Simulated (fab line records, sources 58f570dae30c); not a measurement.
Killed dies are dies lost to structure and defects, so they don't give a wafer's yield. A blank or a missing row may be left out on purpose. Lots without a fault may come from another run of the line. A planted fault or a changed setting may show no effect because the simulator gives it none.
A struck lot beside a sound one | flow berkeley_cmos170 | 26 steps out of a route of 331
Sound: wafers L607.1, L607.2, L607.3. Struck: wafers L625.1, L625.3, L625.6. The cause comes at the end.
At each step with rows: each side's tool, then ch and its chambers, then its first start. Under that, the readings that differ: sound wafers | struck wafers | difference of the means | sigmas: that difference in standard deviations of wafers without a fault.
alike: readings whose means differ by less than 2 such deviations, and words and numbers that are the same on both sides. not compared: withheld readings, readings that some wafer has no value for, bounds like >300 that may hide the same value, and numbers for which the record gives no deviation and whose values overlap.
The two part at a step that has a row with sigmas, a row that says differs or no value, or rows on one side only. Numbers that don't overlap but have no deviation are shown without sigmas and don't part them. A reading that every wafer of one side lacks parts them only if that side has two wafers or more.

first, 4 steps without rows for these wafers: UCB170_M2_SOFTBAKE_11 (time 60 s); UCB170_M2_EXPOSE_12 (exposes mask METAL2, target cd 700 nm); UCB170_M2_PEB_13; UCB170_M2_DEVELOP_14 (develop time 45 s).
UCB170_M2_CD_MEAS_15: target cd 700 nm.
  sound on cd_sem-01, day 8 05:47; struck on cd_sem-02, day 11 20:37
  alike: cd_nm
UCB170_M2_OVL_MEAS_16:
  sound on overlay-01, day 8 05:54; struck on overlay-02, day 11 20:44
  reading     | sound | struck     | difference | sigmas
  M2_OVL (nm) | 2 2 1 | -9 -16 -10 | -13        | -3
UCB170_M2_ETCH_17: etches BARC in N2/H2.
  sound on rie_diel-03 ch 0,1,2, day 8 05:56; struck on rie_diel-04 ch 0,3, day 11 20:46
  alike: drypump_motor_current_A, oes_product_au, throttle_valve_pct
UCB170_M2_METAL_ETCH_18: etches Al in Cl2/BCl3, stops on SiO2, target depth 1170 nm, time 195 s.
  sound on rie_metal-03 ch 0,1, day 8 05:58; struck on rie_metal-04 ch 1, day 11 20:49
  reading                | sound             | struck            | difference | sigmas
  throttle_valve_pct (%) | 24.68 24.70 24.68 | 24.12 24.13 24.11 | -0.57      | -2
  alike: drypump_motor_current_A, oes_product_au
  not compared: rf_hours_counter_h
UCB170_M2_STRIP_19: strips in O2.
  sound on plasma_asher-01 ch 0,1, day 8 06:10; struck on plasma_asher-04 ch 0,1, day 11 21:11
  reading               | sound             | struck            | difference | sigmas
  oes_product_au (a.u.) | 0.520 0.536 0.513 | 0.565 0.575 0.580 | +0.050     | +2
  alike: drypump_motor_current_A, o2_flow_sccm
  not compared: rf_hours_counter_h
UCB170_M2_CD_MEAS_90: target cd 700 nm.
  sound on cd_sem-01, day 8 06:16; struck on cd_sem-02, day 11 21:17
  alike: cd_nm
UCB170_V2_CVD_00: deposits SiO2 from TEOS/O2, target thk 2000 nm, time 250 s.
  sound on pecvd-04 ch 0,1,2, day 8 06:23; struck on pecvd-03 ch 0,1, day 11 21:25
  alike: heater_power_w
UCB170_V2_THK_MEAS_01:
  sound on film_metro-02, day 8 06:32; struck on film_metro-02, day 11 21:34
  alike: V2_TEOS_THK
UCB170_V2_CMP_02: polishes SiO2.
  sound on cmp-01 ch 0,1,2, day 8 06:36; struck on cmp-01 ch 0,1, day 11 21:38
  reading                             | sound          | struck         | difference | sigmas
  model.SiO2_of_V2_CVD_00.thk_nm (nm) | 1001 1001 1001 | 1251 1250 1252 | +250       |
  alike: motor_current_A
UCB170_V2_BOW_MEAS_03:
  sound on film_metro-03, day 8 06:54; struck on film_metro-03, day 11 21:56
  alike: V2_BOW
UCB170_V2_THK_MEAS_04:
  sound on film_metro-03, day 8 07:01; struck on film_metro-03, day 11 22:03
  reading              | sound               | struck               | difference | sigmas
  V2_POLISHED_THK (nm) | 999.7 1000.8 1000.7 | 1251.1 1250.8 1251.1 | +250.6     | +99 or more
then, 7 steps without rows for these wafers: UCB170_V2_CLEAN_05 (cleans in DIW); UCB170_V2_HMDS_06 (prime time 60 s); UCB170_V2_COAT_07 (resist thk 900 nm); UCB170_V2_SOFTBAKE_08 (time 60 s); UCB170_V2_EXPOSE_09 (exposes mask VIA2, target cd 700 nm); UCB170_V2_PEB_10; UCB170_V2_DEVELOP_11 (develop time 45 s).
UCB170_V2_CD_MEAS_12: target cd 700 nm.
  sound on cd_sem-01, day 8 08:09; struck on cd_sem-02, day 11 23:33
  alike: cd_nm
UCB170_V2_OVL_MEAS_13:
  sound on overlay-02, day 8 08:16; struck on overlay-02, day 11 23:40
  alike: V2_OVL
UCB170_V2_ETCH_14: etches SiO2 in CHF3/CF4/Ar, stops on Al, target depth 1250 nm, time 291 s.
  sound on rie_diel-01 ch 1,2,3, day 8 08:18; struck on rie_diel-02 ch 0,1,2, day 11 23:43
  reading                        | sound             | struck            | difference | sigmas
  oes_product_au (a.u.)          | 0.904 0.869 0.893 | 1.015 0.966 0.969 | +0.095     | +6
  model.etch.depth_nm (nm)       | 1001 1001 1001    | 1248 1216 1241    | +234       |
  model.V2.feature_depth_nm (nm) | 1001 1001 1001    | 1248 1216 1241    | +234       |
  alike: CHF3_flow_sccm, drypump_motor_current_A, throttle_valve_pct
  not compared: rf_hours_counter_h
UCB170_V2_STRIP_15: strips in O2.
  sound on plasma_asher-03 ch 0,1, day 8 08:29; struck on plasma_asher-01 ch 0,1, day 11 23:53
  reading                      | sound             | struck            | difference | sigmas
  strip_time_to_endpoint_s (s) | 15.21 15.21 15.19 | 15.42 15.51 15.46 | +0.26      | +2
  alike: drypump_motor_current_A, o2_flow_sccm, oes_product_au
  not compared: rf_hours_counter_h

WHERE THEY PART
First at UCB170_M2_OVL_MEAS_16; last, within this record, at UCB170_V2_STRIP_15.

WHY: what the simulator had put in
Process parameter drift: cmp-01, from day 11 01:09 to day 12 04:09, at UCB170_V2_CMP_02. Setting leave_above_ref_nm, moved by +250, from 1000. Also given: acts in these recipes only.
